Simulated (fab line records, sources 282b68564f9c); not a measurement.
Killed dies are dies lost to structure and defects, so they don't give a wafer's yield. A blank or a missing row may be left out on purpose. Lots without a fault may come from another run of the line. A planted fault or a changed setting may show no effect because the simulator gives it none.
A struck lot beside a sound one | flow rit_cmos | 44 steps out of a route of 202
Sound: wafers L186.1, L186.5, L186.6. Struck: wafers L182.1, L182.5, L182.6. The cause comes at the end.
At each step with rows: each side's tool, then ch and its chambers, then its first start. Under that, the readings that differ: sound wafers | struck wafers | difference of the means | sigmas: that difference in standard deviations of wafers without a fault.
alike: readings whose means differ by less than 2 such deviations, and words and numbers that are the same on both sides. not compared: withheld readings, readings that some wafer has no value for, bounds like >300 that may hide the same value, and numbers for which the record gives no deviation and whose values overlap.
The two part at a step that has a row with sigmas, a row that says differs or no value, or rows on one side only. Numbers that don't overlap but have no deviation are shown without sigmas and don't part them. A reading that every wafer of one side lacks parts them only if that side has two wafers or more.

first, 3 steps without rows for these wafers: RIT_REOX_CLEAN_01 (cleans in dHF, time 30 s); RIT_REOX_CLEAN_02 (cleans in SC2, time 600 s); RIT_REOX_OXIDATION_03 (target thk 25.2 nm, ox time 5580 s).
RIT_REOX_THK_MEAS_04:
  sound on film_metro-04, day 6 00:02; struck on film_metro-03, day 5 05:47
  reading             | sound          | struck         | difference | sigmas
  REOX_OXIDE_THK (nm) | 24.5 24.5 24.9 | 26.4 26.1 26.2 | +1.6       | +3
then, 6 steps without rows for these wafers: RIT_NLDD_HMDS_00 (prime time 60 s); RIT_NLDD_COAT_01 (resist thk 1000 nm); RIT_NLDD_SOFTBAKE_02 (time 60 s); RIT_NLDD_EXPOSE_03 (exposes mask M7, target cd 40700 nm); RIT_NLDD_PEB_04; RIT_NLDD_DEVELOP_05 (develop time 50 s).
RIT_NLDD_OVL_MEAS_06:
  sound on overlay-02, day 6 00:57; struck on overlay-02, day 5 06:49
  alike: NLDD_OVL
then, 1 step without rows for these wafers: RIT_NLDD_HARDBAKE_07 (time 60 s).
RIT_NLDD_IMPLANT_08:
  sound on implanter-03 ch 0, day 6 01:08; struck on implanter-04 ch 0, day 5 07:01
  reading            | sound                         | struck                        | difference | sigmas
  dose_ions_cm2      | 4.999e+14 5.004e+14 4.994e+14 | 7.099e+14 7.101e+14 7.101e+14 | +2.101e+14 | +99 or more
  faraday_current_uA | 1603 1552 1561                | 2254 2276 2173                | +662       | +21
  alike: beam_on_s
RIT_NLDD_STRIP_09: strips in O2, time 180 s.
  sound on plasma_asher-03 ch 0,1, day 6 01:17; struck on plasma_asher-04 ch 0,1, day 5 07:10
  alike: drypump_motor_current_A
  not compared: rf_hours_counter_h
RIT_NLDD_TW_MEAS_10:
  sound on film_metro-02, day 6 01:28; struck on film_metro-02, day 5 07:20
  reading | sound          | struck         | difference | sigmas
  NLDD_TW | 2494 2501 2500 | 2703 2711 2709 | +209       | +13
then, 6 steps without rows for these wafers: RIT_PLDD_HMDS_00 (prime time 60 s); RIT_PLDD_COAT_01 (resist thk 1000 nm); RIT_PLDD_SOFTBAKE_02 (time 60 s); RIT_PLDD_EXPOSE_03 (exposes mask M8, target cd 40900 nm); RIT_PLDD_PEB_04; RIT_PLDD_DEVELOP_05 (develop time 50 s).
RIT_PLDD_OVL_MEAS_06:
  sound on overlay-02, day 6 02:29; struck on overlay-02, day 5 08:23
  alike: PLDD_OVL
then, 2 steps without rows for these wafers: RIT_PLDD_HARDBAKE_07 (time 60 s); RIT_PLDD_IMPLANT_08.
RIT_PLDD_STRIP_09: strips in O2, time 180 s.
  sound on plasma_asher-01 ch 0,1, day 6 02:50; struck on plasma_asher-04 ch 0,1, day 5 08:43
  alike: drypump_motor_current_A
  not compared: rf_hours_counter_h
RIT_PLDD_TW_MEAS_10:
  sound on film_metro-01, day 6 03:00; struck on film_metro-02, day 5 08:54
  alike: PLDD_TW
then, 4 steps without rows for these wafers: RIT_SPACER_CLEAN_00 (cleans in SC1, time 600 s); RIT_SPACER_CLEAN_01 (cleans in dHF, time 30 s); RIT_SPACER_CLEAN_02 (cleans in SC2, time 600 s); RIT_SPACER_CVD_03 (deposits Si3N4 from SiH2Cl2/NH3, target thk 250 nm, time 3300 s).
RIT_SPACER_THK_MEAS_04:
  sound on film_metro-04, day 6 05:21; struck on film_metro-04, day 5 11:52
  alike: SPACER_NITRIDE_THK
RIT_SPACER_ETCHBACK_05: etches Si3N4 in SF6/CHF3, stops on SiO2, target depth 250 nm, time 240 s.
  sound on rie_diel-04 ch 1,2,3, day 6 05:25; struck on rie_diel-04 ch 1,2, day 5 11:56
  alike: drypump_motor_current_A, oes_product_au, throttle_valve_pct
  not compared: rf_hours_counter_h
then, 6 steps without rows for these wafers: RIT_NSD_HMDS_00 (prime time 60 s); RIT_NSD_COAT_01 (resist thk 1000 nm); RIT_NSD_SOFTBAKE_02 (time 60 s); RIT_NSD_EXPOSE_03 (exposes mask M9, target cd 40700 nm); RIT_NSD_PEB_04; RIT_NSD_DEVELOP_05 (develop time 50 s).
RIT_NSD_OVL_MEAS_06:
  sound on overlay-01, day 6 06:26; struck on overlay-02, day 5 13:03
  alike: NSD_OVL
then, 2 steps without rows for these wafers: RIT_NSD_HARDBAKE_07 (time 60 s); RIT_NSD_IMPLANT_08.
RIT_NSD_STRIP_09: strips in O2, time 180 s.
  sound on plasma_asher-03 ch 0,1, day 6 06:47; struck on plasma_asher-02 ch 0,1, day 5 13:23
  alike: drypump_motor_current_A
  not compared: rf_hours_counter_h
RIT_SDANNEAL_RS_MEAS_07: measures by four-point-probe.
  sound on film_metro-02, day 6 09:23; struck on film_metro-03, day 5 15:58
  reading          | sound             | struck            | difference | sigmas
  NLDD_RS (ohm/sq) | 150.4 150.8 151.1 | 114.1 114.0 113.7 | -36.8      | -74
RIT_M1_PROBE_99:
  sound on prober-01, day 6 16:29; struck on prober-01, day 5 23:13
  reading                             | sound             | struck            | difference | sigmas
  model.etest.nmos_0p3.r_on_ohm_um    | 2103 2148 2107    | 2062 2089 2082    | -42        |
  model.etest.nmos_0p15.r_on_ohm_um   | 1062 1108 1101    | 1033 1022 1033    | -61        |
  model.etest.nldd.rs_ohm_sq          | 353.4 360.1 366.1 | 286.5 281.9 281.9 | -76.4      |
  model.etest.nmos_turned.drive_ua_um | 343.4 337.3 333.4 | 362.5 364.8 367.1 | +26.8      |
  model.etest.nldd.line_ohm_um        | 112.2 112.9 115.8 | 90.59 90.53 90.04 | -23.25     |
  model.etest.nmos_0p3.drive_ua_um    | 230.1 227 226.6   | 221.3 217.9 220.7 | -7.9       |
  model.etest.nmos_0p15.swing_mv_dec  | 86.08 85.8 86     | 87.33 88.32 87.58 | +1.78      |
  alike: killed_at_contacts, killed_at_front_end, killed_dies, killed_open, killed_short
  not compared: model.etest.nmos_0p15.drive_ua_um

WHERE THEY PART
First at RIT_REOX_THK_MEAS_04; last, within this record, at RIT_SDANNEAL_RS_MEAS_07. Later steps at which nothing parts them and some readings are alike: RIT_M1_PROBE_99.

WHY: what the simulator had put in
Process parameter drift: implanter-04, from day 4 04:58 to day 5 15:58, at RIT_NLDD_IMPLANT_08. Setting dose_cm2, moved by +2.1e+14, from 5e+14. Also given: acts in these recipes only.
